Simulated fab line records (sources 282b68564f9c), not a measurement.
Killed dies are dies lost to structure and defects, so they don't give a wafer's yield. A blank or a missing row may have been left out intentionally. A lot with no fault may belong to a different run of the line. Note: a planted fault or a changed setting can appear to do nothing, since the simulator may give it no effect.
fab line records	flow rit-cmos
[record] lots = 13	wafers = 39	last-day = 8
route steps=202 shown ACTIVE@1 PWELL@49 PRETRO@67 M1@202
lots untouched by any fault: they come from a run of this same line in which no faults occurred
start-h: hours from the record's first day to the start of the lot's first wafer shown	wait-h: hours since the lot's step before	" the same as in the row above	L1.1+2: several wafers, shown together as one row	- no value present, or no start provided	* or withheld: withheld	< > ~ a bound
route shown NAME@n: names a module that has steps shown in the file, with the first one's number in the route	usual: mean/standard deviation taken from wafers without a fault	same: alike in all rows	chamber/n: place in a boat	sites: the reading at each site	_std_site: the standard deviation of these	_edge_site: the outer-site mean with the inner-site mean subtracted	radius-mm: how far each site lies from the wafer's centre	mask NAME#n: copy n	behind: tool/chamber where the wafer was last shaped	hold: the reason the lot was held/the length of the hold in hours/how it ended	device: the transistor (n, p or np) that didn't switch	end of line: tests of these same wafers at the route's end	a step with no rows: only its recipe	killed: not the wafer's yield, but the dies lost to structure and defects at the first sort	map: dies across one wafer; x = killed, . = not, _ = none there
set.NAME: the setting the step ran with; set.NAME@STEP: the setting that earlier step ran with	model.NAME: the simulator's own value behind a step, which no gauge read
the route's steps for a sample of lots (tables are steps, rows are wafers)
services: a tool's chamber out of use, with start hour (start-h, from the record's first day; less than 0 if before it), hours out, and reason
[[steps]]
[step RIT_ACTIVE_BOW_MEAS_00]
[recipe] mode = bow
[usual] INCOMING_BOW = 0/6.8
lot.wafer	tool	chamber	start-h	wait-h	INCOMING_BOW[um]
L342.1	film-metro-02	-	10.00	-	5
L342.4	"	-	"	"	-9
L342.6	"	-	"	"	3
L343.2	film-metro-02	-	15.02	-	0
L343.3	"	-	"	"	8
L343.4	"	-	"	"	2
L344.2	film-metro-03	-	20.02	-	1
L344.3	"	-	"	"	-7
L344.5	"	-	"	"	-1
L345.2	film-metro-01	-	25.02	-	-4
L345.4	"	-	"	"	-3
L345.6	"	-	"	"	-10
L346.3	film-metro-01	-	30.04	-	-1
L346.4	"	-	"	"	-3
L346.5	"	-	"	"	-10
L348.1	film-metro-01	-	40.00	-	-2
L348.4	"	-	"	"	0
L348.5	"	-	"	"	0
L349.1	film-metro-03	-	45.00	-	5
L349.2	"	-	"	"	3
L349.6	"	-	"	"	-4
L350.3	film-metro-01	-	50.04	-	-4
L350.5	"	-	"	"	-1
L350.6	"	-	"	"	4
L355.1	film-metro-02	-	75.00	-	-6
L355.3	"	-	"	"	-4
L355.4	"	-	"	"	-4
L362.2	film-metro-01	-	110.02	-	0
L362.3	"	-	"	"	-12
L362.4	"	-	"	"	-5
L363.2	film-metro-01	-	115.02	-	-4
L363.5	"	-	"	"	3
L363.6	"	-	"	"	5
L364.2	film-metro-02	-	120.02	-	-10
L364.4	"	-	"	"	4
L364.6	"	-	"	"	-10
L365.1	film-metro-01	-	125.00	-	-3
L365.4	"	-	"	"	2
L365.6	"	-	"	"	6
[step RIT_ACTIVE_STRIP_14]
[recipe] chemistry = O2	time-s = 180	resist = NOVOLAK	platen-temp-c = withheld	power-w = 500	pressure-mtorr = 4000	o2-flow-sccm = 4000
[usual] drypump-motor-current-A = 5.8/0.44	o2-flow-sccm = 4000/11	rf-refl-power-W = 7.4/1.7
lot.wafer	tool	chamber	start-h	wait-h	drypump-motor-current-A	o2-flow-sccm	rf-hours-counter-h	rf-refl-power-W
L342.1	plasma-asher-03	0	15.49	0.1	6.0	4000	37	9.1
L342.4	"	0	"	"	6.1	3995	-	9.5
L342.6	"	0	"	"	6.0	4009	-	9.1
L343.2	plasma-asher-01	0	23.77	0.1	5.1	4017	37	6.4
L343.3	"	1	"	"	5.2	4010	-	9.4
L343.4	"	0	"	"	5.1	3998	-	6.5
L344.2	plasma-asher-03	1	25.58	0.1	5.7	3987	38	8.3
L344.3	"	1	"	"	5.7	3992	-	8.6
L344.5	"	0	"	"	6.1	4004	-	9.8
L345.2	plasma-asher-04	0	31.01	0.1	5.8	4006	39	5.7
L345.4	"	0	"	"	5.8	4014	-	5.8
L345.6	"	0	"	"	5.8	4015	-	5.6
L346.3	plasma-asher-01	0	36.30	0.1	5.1	4011	-	6.2
L346.4	"	1	"	"	5.2	3999	-	9.0
L346.5	"	1	"	"	5.2	3990	-	9.4
L348.1	plasma-asher-04	0	45.72	0.1	5.8	3985	40	5.6
L348.4	"	0	"	"	5.8	4000	-	5.4
L348.5	"	0	"	"	5.8	3983	-	5.6
L349.1	plasma-asher-03	1	50.55	0.1	5.6	4001	41	8.5
L349.2	"	0	"	"	6.1	4014	41	9.6
L349.6	"	0	"	"	6.0	4002	-	9.6
L350.3	plasma-asher-04	0	57.01	0.1	5.8	4000	-	5.5
L350.5	"	1	"	"	6.4	4001	-	5.2
L350.6	"	0	"	"	5.8	3998	-	5.5
L355.1	plasma-asher-01	1	80.72	0.1	5.2	4000	43	9.4
L355.3	"	1	"	"	5.2	4027	-	9.3
L355.4	"	0	"	"	5.1	3988	-	6.4
L362.2	plasma-asher-03	1	117.21	0.1	5.6	4010	48	8.3
L362.3	"	1	"	"	5.7	4026	-	8.2
L362.4	"	0	"	"	6.0	4015	-	9.4
L363.2	plasma-asher-01	1	123.28	0.1	5.2	3996	47	8.6
L363.5	"	1	"	"	5.2	3999	-	8.7
L363.6	"	0	"	"	5.1	4007	-	6.4
L364.2	plasma-asher-03	1	125.94	0.1	5.6	4004	49	8.3
L364.4	"	1	"	"	5.6	3989	-	8.3
L364.6	"	0	"	"	6.0	3984	-	9.7
L365.1	plasma-asher-03	1	129.97	0.1	5.7	4000	50	8.3
L365.4	"	0	"	"	6.1	3986	-	9.5
L365.6	"	1	"	"	5.7	3992	-	8.7
[step RIT_PWELL_TW_MEAS_10]
[usual] PWELL_TW = 960/6
lot.wafer	tool	chamber	start-h	wait-h	PWELL_TW
L342.1	film-metro-03	-	28.29	0.1	955
L342.4	"	-	"	"	954
L342.6	"	-	"	"	952
L343.2	film-metro-04	-	32.39	0.1	957
L343.3	"	-	"	"	951
L343.4	"	-	"	"	952
L344.2	film-metro-03	-	33.83	0.1	958
L344.3	"	-	"	"	950
L344.5	"	-	"	"	953
L345.2	film-metro-04	-	41.48	0.1	954
L345.4	"	-	"	"	960
L345.6	"	-	"	"	958
L346.3	film-metro-02	-	45.24	0.1	962
L346.4	"	-	"	"	963
L346.5	"	-	"	"	965
L348.1	film-metro-04	-	53.65	0.1	962
L348.4	"	-	"	"	960
L348.5	"	-	"	"	959
L349.1	film-metro-03	-	60.95	0.1	957
L349.2	"	-	"	"	955
L349.6	"	-	"	"	956
L350.3	film-metro-04	-	65.10	0.1	962
L350.5	"	-	"	"	961
L350.6	"	-	"	"	960
L355.1	film-metro-04	-	90.40	0.1	974
L355.3	"	-	"	"	970
L355.4	"	-	"	"	963
L362.2	film-metro-04	-	128.57	0.1	959
L362.3	"	-	"	"	961
L362.4	"	-	"	"	962
L363.2	film-metro-03	-	130.82	0.1	953
L363.5	"	-	"	"	950
L363.6	"	-	"	"	945
L364.2	film-metro-02	-	134.85	0.1	966
L364.4	"	-	"	"	972
L364.6	"	-	"	"	975
L365.1	film-metro-04	-	138.94	0.1	960
L365.4	"	-	"	"	969
L365.6	"	-	"	"	964
[step RIT_PRETRO_EXPOSE_03]
[recipe] mask-id = M5	na = 0.57	target-cd-nm = 43700	dose-mj = 250
lot.wafer	tool	chamber	start-h	wait-h	mask
L342.1+4+6	iline-stepper-01	0	35.80	0.1	M5#0
L343.2+3+4	iline-stepper-02	0	41.04	0.2	M5#0
L344.2+3+5	iline-stepper-02	0	41.53	0.1	M5#0
L345.2+4+6	iline-stepper-01	0	49.59	0.2	M5#0
L346.3+4+5	iline-stepper-01	0	53.98	0.1	M5#0
L348.1+4+5	iline-stepper-02	0	61.57	0.1	M5#0
L349.1+2+6	iline-stepper-02	0	68.63	0.1	M5#0
L350.3+5+6	iline-stepper-02	0	72.87	0.1	M5#0
L355.1+3+4	iline-stepper-02	0	98.26	0.1	M4#0
L362.2+3+4	iline-stepper-02	0	138.36	0.2	M5#0
L363.2+5+6	iline-stepper-01	0	140.91	0.2	M5#0
L364.2+4+6	iline-stepper-01	0	142.31	0.1	M5#0
L365.1+4+6	iline-stepper-01	0	148.39	0.1	M5#0
[step RIT_PRETRO_OVL_MEAS_06]
[usual] PRETRO_OVL = 0.5/1.5
lot.wafer	tool	chamber	start-h	wait-h	PRETRO_OVL[nm]
L342.1	overlay-02	-	36.23	-	2.5
L342.4	"	-	"	"	0.7
L342.6	"	-	"	"	1.9
L343.2	overlay-01	-	41.45	-	-1.0
L343.3	"	-	"	"	-0.6
L343.4	"	-	"	"	0.0
L344.2	overlay-01	-	41.95	-	0.6
L344.3	"	-	"	"	-0.9
L344.5	"	-	"	"	0.4
L345.2	overlay-01	-	50.01	-	-1.5
L345.4	"	-	"	"	0.3
L345.6	"	-	"	"	-0.9
L346.3	overlay-01	-	54.38	-	0.6
L346.4	"	-	"	"	0.9
L346.5	"	-	"	"	-0.2
L348.1	overlay-02	-	62.00	-	0.4
L348.4	"	-	"	"	-1.8
L348.5	"	-	"	"	0.0
L349.1	overlay-02	-	69.06	-	0.5
L349.2	"	-	"	"	1.0
L349.6	"	-	"	"	-2.2
L350.3	overlay-01	-	73.27	-	0.6
L350.5	"	-	"	"	-0.3
L350.6	"	-	"	"	0.0
L355.1	overlay-01	-	98.69	-	-
L355.3	"	-	"	"	-
L355.4	"	-	"	"	-
L362.2	overlay-02	-	139.01	-	1.9
L362.3	"	-	"	"	3.7
L362.4	"	-	"	"	1.9
L363.2	overlay-02	-	141.32	-	2.8
L363.5	"	-	"	"	1.5
L363.6	"	-	"	"	-0.1
L364.2	overlay-01	-	142.73	-	-1.2
L364.4	"	-	"	"	0.4
L364.6	"	-	"	"	-1.4
L365.1	overlay-02	-	148.82	-	1.2
L365.4	"	-	"	"	0.0
L365.6	"	-	"	"	1.5
[step RIT_PRETRO_TW_MEAS_10]
[usual] PRETRO_TW = 477/3.8
lot.wafer	tool	chamber	start-h	wait-h	PRETRO_TW
L342.1	film-metro-02	-	36.84	0.1	479
L342.4	"	-	"	"	477
L342.6	"	-	"	"	478
L343.2	film-metro-04	-	42.07	0.1	475
L343.3	"	-	"	"	479
L343.4	"	-	"	"	476
L344.2	film-metro-01	-	42.56	0.1	470
L344.3	"	-	"	"	471
L344.5	"	-	"	"	472
L345.2	film-metro-02	-	50.62	0.1	479
L345.4	"	-	"	"	477
L345.6	"	-	"	"	477
L346.3	film-metro-01	-	55.11	0.1	474
L346.4	"	-	"	"	472
L346.5	"	-	"	"	473
L348.1	film-metro-04	-	62.61	0.1	481
L348.4	"	-	"	"	479
L348.5	"	-	"	"	475
L349.1	film-metro-01	-	69.67	0.1	469
L349.2	"	-	"	"	471
L349.6	"	-	"	"	470
L350.3	film-metro-04	-	73.89	0.1	481
L350.5	"	-	"	"	483
L350.6	"	-	"	"	482
L355.1	film-metro-04	-	99.30	0.1	30
L355.3	"	-	"	"	30
L355.4	"	-	"	"	30
L362.2	film-metro-01	-	139.74	0.1	475
L362.3	"	-	"	"	477
L362.4	"	-	"	"	477
L363.2	film-metro-01	-	141.94	0.1	473
L363.5	"	-	"	"	475
L363.6	"	-	"	"	475
L364.2	film-metro-02	-	143.34	0.1	481
L364.4	"	-	"	"	482
L364.6	"	-	"	"	479
L365.1	film-metro-02	-	149.43	0.1	477
L365.4	"	-	"	"	478
L365.6	"	-	"	"	481
[step RIT_M1_PROBE_99]
[usual] killed_at_M0_to_M3 = 0.0/0.23	killed-at-contacts = 0.1/0.23	killed-at-front-end = 7/3	killed-dies = 7/3	killed-on-rim = 2.0/1.2	killed-open = 3.3/2.1	killed-short = 3.7/1.9
[same] gross-dies = 264	killed_at_M4_up = 0	killed-at-back-side = 0	killed-at-other = 0
lot.wafer	tool	chamber	start-h	wait-h	killed_at_M0_to_M3	killed-at-contacts	killed-at-front-end	killed-dies	killed-on-rim	killed-open	killed-short
L342.1	prober-02	-	63.45	0.1	0	0	9	9	3	3	6
L342.4	prober-02	-	63.60	0.2	0	0	6	6	2	2	4
L342.6	prober-02	-	63.70	0.2	0	0	7	7	3	2	4
L343.2	prober-01	-	70.44	0.1	0	0	8	8	2	5	3
L343.3	prober-01	-	70.49	0.2	0	0	6	6	2	4	2
L343.4	prober-01	-	70.54	0.2	0	0	6	6	1	3	3
L344.2	prober-02	-	73.69	0.1	0	0	11	11	2	4	7
L344.3	prober-02	-	73.74	0.2	0	0	9	9	5	6	3
L344.5	prober-02	-	73.84	0.2	0	0	9	9	3	2	7
L345.2	prober-01	-	80.25	0.1	0	0	4	4	2	3	1
L345.4	prober-01	-	80.35	0.2	0	1	5	6	2	2	3
L345.6	prober-01	-	80.45	0.2	0	1	4	5	3	2	2
L346.3	prober-02	-	86.58	0.2	0	0	4	4	1	3	1
L346.4	prober-02	-	86.63	0.2	0	0	6	6	1	5	1
L346.5	prober-02	-	86.68	0.2	0	0	5	5	1	3	2
L348.1	prober-02	-	89.92	0.1	0	0	4	4	1	2	2
L348.4	prober-02	-	90.07	0.2	0	0	8	8	3	6	2
L348.5	prober-02	-	90.12	0.2	0	0	4	4	1	3	1
L349.1	prober-01	-	99.30	0.1	0	0	6	6	1	3	3
L349.2	prober-01	-	99.35	0.1	0	0	12	12	6	7	5
L349.6	prober-01	-	99.55	0.2	0	0	5	5	2	3	2
L350.3	prober-02	-	100.90	0.2	0	0	3	3	2	1	2
L350.5	prober-02	-	101.00	0.2	0	0	4	4	2	2	2
L350.6	prober-02	-	101.05	0.2	0	0	13	13	4	6	7
L355.1	prober-01	-	127.54	0.1	0	0	264	264	70	4	3
L355.3	prober-01	-	127.64	0.2	0	0	264	264	70	1	5
L355.4	prober-01	-	127.69	0.2	0	0	264	264	70	4	5
L362.2	prober-02	-	177.31	0.1	0	0	13	13	5	8	5
L362.3	prober-02	-	177.36	0.2	0	0	6	6	4	0	6
L362.4	prober-02	-	177.41	0.2	0	0	10	10	4	6	4
L363.2	prober-01	-	178.81	0.1	0	1	10	11	3	6	5
L363.5	prober-01	-	178.96	0.2	0	0	7	7	2	5	2
L363.6	prober-01	-	179.01	0.2	0	0	14	14	3	5	9
L364.2	prober-02	-	180.31	0.1	0	0	12	12	3	5	7
L364.4	prober-02	-	180.41	0.2	1	0	7	8	2	2	6
L364.6	prober-02	-	180.51	0.2	1	0	4	5	2	1	4
L365.1	prober-01	-	187.30	0.1	0	0	6	6	1	3	3
L365.4	prober-01	-	187.45	0.2	0	0	6	6	1	2	4
L365.6	prober-01	-	187.55	0.2	0	0	5	5	0	0	5
// killed by level:class
L342.1 GATE:geometric-particle:short=6 GATE:geometric-particle:open=2 FOX1:geometric-particle:open=1
L342.4 GATE:geometric-particle:short=3 ACTIVE:geometric-particle:open=1 FOX1:geometric-particle:short=1 GATE:geometric-particle:open=1
L342.6 FOX1:geometric-particle:short=2 GATE:geometric-particle:open=1 GATE:geometric-particle:short=1 REOX:geometric-particle:short=1 SPACER:geometric-particle:open=1 GATE:coat-microbubble-printed=1
L343.2 FOX1:geometric-particle:open=2 GATE:geometric-particle:open=1 GATE:geometric-particle:short=1 REOX:geometric-particle:open=1 SPACER:geometric-particle:open=1 SPACER:geometric-particle:short=1 SILICIDE:geometric-particle:short=1
L343.3 GATE:geometric-particle:open=2 SILICIDE:geometric-particle:short=2 FOX1:geometric-particle:open=1 SILICIDE:geometric-particle:open=1
L343.4 REOX:geometric-particle:short=3 GATE:geometric-particle:open=1 REOX:geometric-particle:open=1 SILICIDE:geometric-particle:open=1
L344.2 FOX1:geometric-particle:short=2 GATE:geometric-particle:short=2 SPACER:geometric-particle:short=2 SILICIDE:geometric-particle:open=2 ACTIVE:geometric-particle:open=1 GATE:geometric-particle:open=1 REOX:geometric-particle:short=1
L344.3 GATE:geometric-particle:open=2 GATE:geometric-particle:short=2 SPACER:geometric-particle:open=2 FOX2:geometric-particle:open=1 SILICIDE:geometric-particle:short=1 SILICIDE:geometric-particle:open=1
L344.5 SPACER:geometric-particle:short=3 SILICIDE:geometric-particle:short=3 FOX1:geometric-particle:short=1 SPACER:geometric-particle:open=1 SILICIDE:geometric-particle:open=1
L345.2 SPACER:geometric-particle:open=2 GATE:geometric-particle:open=1 SILICIDE:geometric-particle:short=1
L345.4 SPACER:geometric-particle:short=2 FOX2:geometric-particle:short=1 GATE:geometric-particle:open=1 REOX:geometric-particle:open=1 CONTACT:coat-microbubble-printed=1
L345.6 FOX1:geometric-particle:open=1 FOX1:geometric-particle:short=1 FOX2:geometric-particle:short=1 SPACER:geometric-particle:open=1 CONTACT:coat-microbubble-printed=1
L346.3 GATE:geometric-particle:open=2 FOX2:geometric-particle:open=1 GATE:geometric-particle:short=1
L346.4 GATE:geometric-particle:open=2 SPACER:geometric-particle:open=2 SPACER:geometric-particle:short=1 SILICIDE:geometric-particle:open=1
L346.5 FOX1:geometric-particle:open=1 GATE:geometric-particle:short=1 GATE:geometric-particle:open=1 SPACER:geometric-particle:short=1 SILICIDE:geometric-particle:open=1
L348.1 GATE:geometric-particle:open=1 GATE:geometric-particle:short=1 REOX:geometric-particle:short=1 REOX:geometric-particle:open=1
L348.4 GATE:geometric-particle:open=6 GATE:geometric-particle:short=1 SILICIDE:geometric-particle:short=1
L348.5 GATE:geometric-particle:open=1 REOX:geometric-particle:short=1 SPACER:geometric-particle:open=1 SILICIDE:geometric-particle:open=1
L349.1 GATE:geometric-particle:short=2 GATE:geometric-particle:open=2 FOX1:geometric-particle:open=1 SILICIDE:geometric-particle:short=1
L349.2 GATE:geometric-particle:open=5 GATE:geometric-particle:short=3 REOX:geometric-particle:short=2 FOX1:geometric-particle:open=1 REOX:geometric-particle:open=1
L349.6 GATE:geometric-particle:open=3 FOX1:geometric-particle:short=1 GATE:geometric-particle:short=1
L350.3 GATE:geometric-particle:short=2 GATE:geometric-particle:open=1
L350.5 FOX1:geometric-particle:short=2 REOX:geometric-particle:open=2
L350.6 FOX1:geometric-particle:short=3 FOX1:geometric-particle:open=2 GATE:geometric-particle:open=2 SPACER:geometric-particle:open=2 FOX2:geometric-particle:short=1 GATE:geometric-particle:short=1 SILICIDE:geometric-particle:short=1 SPACER:geometric-particle:short=1
L355.1 PRETRO:area-expose=257 FOX1:geometric-particle:short=1 FOX1:geometric-particle:open=1 FOX2:geometric-particle:short=1 GATE:geometric-particle:open=1 GATE:geometric-particle:short=1 SPACER:geometric-particle:open=1 SILICIDE:geometric-particle:open=1
L355.3 PRETRO:area-expose=258 SPACER:geometric-particle:short=2 FOX1:geometric-particle:short=1 GATE:geometric-particle:short=1 REOX:geometric-particle:short=1 SPACER:geometric-particle:open=1
L355.4 PRETRO:area-expose=255 SPACER:geometric-particle:short=3 GATE:geometric-particle:open=2 SPACER:geometric-particle:open=2 GATE:geometric-particle:short=1 REOX:geometric-particle:short=1
L362.2 FOX2:geometric-particle:short=4 REOX:geometric-particle:open=2 GATE:geometric-particle:open=2 SPACER:geometric-particle:open=2 FOX1:geometric-particle:open=1 GATE:geometric-particle:short=1 SILICIDE:geometric-particle:open=1
L362.3 FOX2:geometric-particle:short=2 GATE:geometric-particle:short=2 SPACER:geometric-particle:short=2
L362.4 GATE:geometric-particle:short=2 GATE:geometric-particle:open=2 REOX:geometric-particle:short=2 SPACER:geometric-particle:open=2 FOX1:geometric-particle:open=1 REOX:geometric-particle:open=1
L363.2 FOX2:geometric-particle:short=2 GATE:geometric-particle:short=2 REOX:geometric-particle:open=2 SPACER:geometric-particle:open=2 GATE:geometric-particle:open=1 SPACER:geometric-particle:short=1 CONTACT:geometric-particle:open=1
L363.5 FOX2:geometric-particle:open=2 FOX1:geometric-particle:open=1 FOX2:geometric-particle:short=1 GATE:geometric-particle:open=1 REOX:geometric-particle:short=1 SPACER:geometric-particle:open=1
L363.6 GATE:geometric-particle:short=4 FOX2:geometric-particle:short=3 GATE:geometric-particle:open=3 REOX:geometric-particle:open=2 FOX1:geometric-particle:short=1 REOX:geometric-particle:short=1
L364.2 FOX1:geometric-particle:short=3 REOX:geometric-particle:short=2 SPACER:geometric-particle:open=2 FOX2:geometric-particle:open=1 FOX2:geometric-particle:short=1 GATE:geometric-particle:short=1 REOX:geometric-particle:open=1 SILICIDE:geometric-particle:open=1
L364.4 GATE:geometric-particle:short=4 GATE:geometric-particle:open=2 FOX2:geometric-particle:short=1 M1:geometric-particle:short=1
L364.6 FOX2:geometric-particle:short=2 GATE:geometric-particle:short=1 SPACER:geometric-particle:open=1 M1:geometric-particle:short=1
L365.1 FOX1:geometric-particle:short=2 REOX:geometric-particle:open=2 FOX1:geometric-particle:open=1 REOX:geometric-particle:short=1
L365.4 GATE:geometric-particle:short=2 FOX1:geometric-particle:short=1 REOX:geometric-particle:open=1 SPACER:geometric-particle:open=1 SILICIDE:geometric-particle:short=1
L365.6 REOX:geometric-particle:short=3 GATE:geometric-particle:short=2
[[services]]
tool	chamber	start-h	hours	kind
iline-stepper-01	-	-4.95	1.7	pm
plasma-asher-03	-	8.36	3.6	repair
iline-stepper-02	0	11.28	-	calibration
iline-stepper-02	-	13.93	2.1	pm
iline-stepper-02	-	16.02	-	consumable-replace:lamp
plasma-asher-01	-	74.82	4.1	repair
iline-stepper-02	-	106.63	9.2	repair
plasma-asher-04	-	108.75	9.0	pm
plasma-asher-04	0	108.75	9.0	vent-cycle
plasma-asher-04	1	108.75	9.0	vent-cycle
iline-stepper-01	0	116.15	-	calibration
plasma-asher-04	0	117.75	-	clean
plasma-asher-04	1	117.75	-	clean
[[key]]
[first-sign] step = RIT_PRETRO_EXPOSE_03	reading = mask	direction = changed
[effect] step = RIT_PRETRO_OVL_MEAS_06	reading = PRETRO_OVL	direction = missing
[effect] step = RIT_PRETRO_TW_MEAS_10	reading = PRETRO_TW	direction = down	sigmas = 99+	usual = 477	struck = 30
[effect] step = RIT_M1_PROBE_99	reading = killed-at-front-end	direction = up	sigmas = 85	usual = 7	struck = 264
[more-kills-born-at] RIT_PRETRO_EXPOSE_03@iline-stepper-02 = 770
met-at RIT_PRETRO_EXPOSE_03
struck-lots L355
tester-left-out L355
not-acting-at RIT_ACTIVE_BOW_MEAS_00,RIT_ACTIVE_STRIP_14,RIT_PWELL_TW_MEAS_10
onset-between 72.87 98.26
[fault] kind = wrong-mask	tool = any	chamber = -	onset-h = 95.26	steps = RIT_PRETRO_EXPOSE_03	aux-copy = M4#0	scope = struck-lots-only
// tester-left-out: of these lots the tester's yield and bins aren't shown, on N5 and GAA mostly nor the transistor test; their killed dies are dies lost to structure and defects alone, not to doping, threshold or leakage, so they don't give the yield
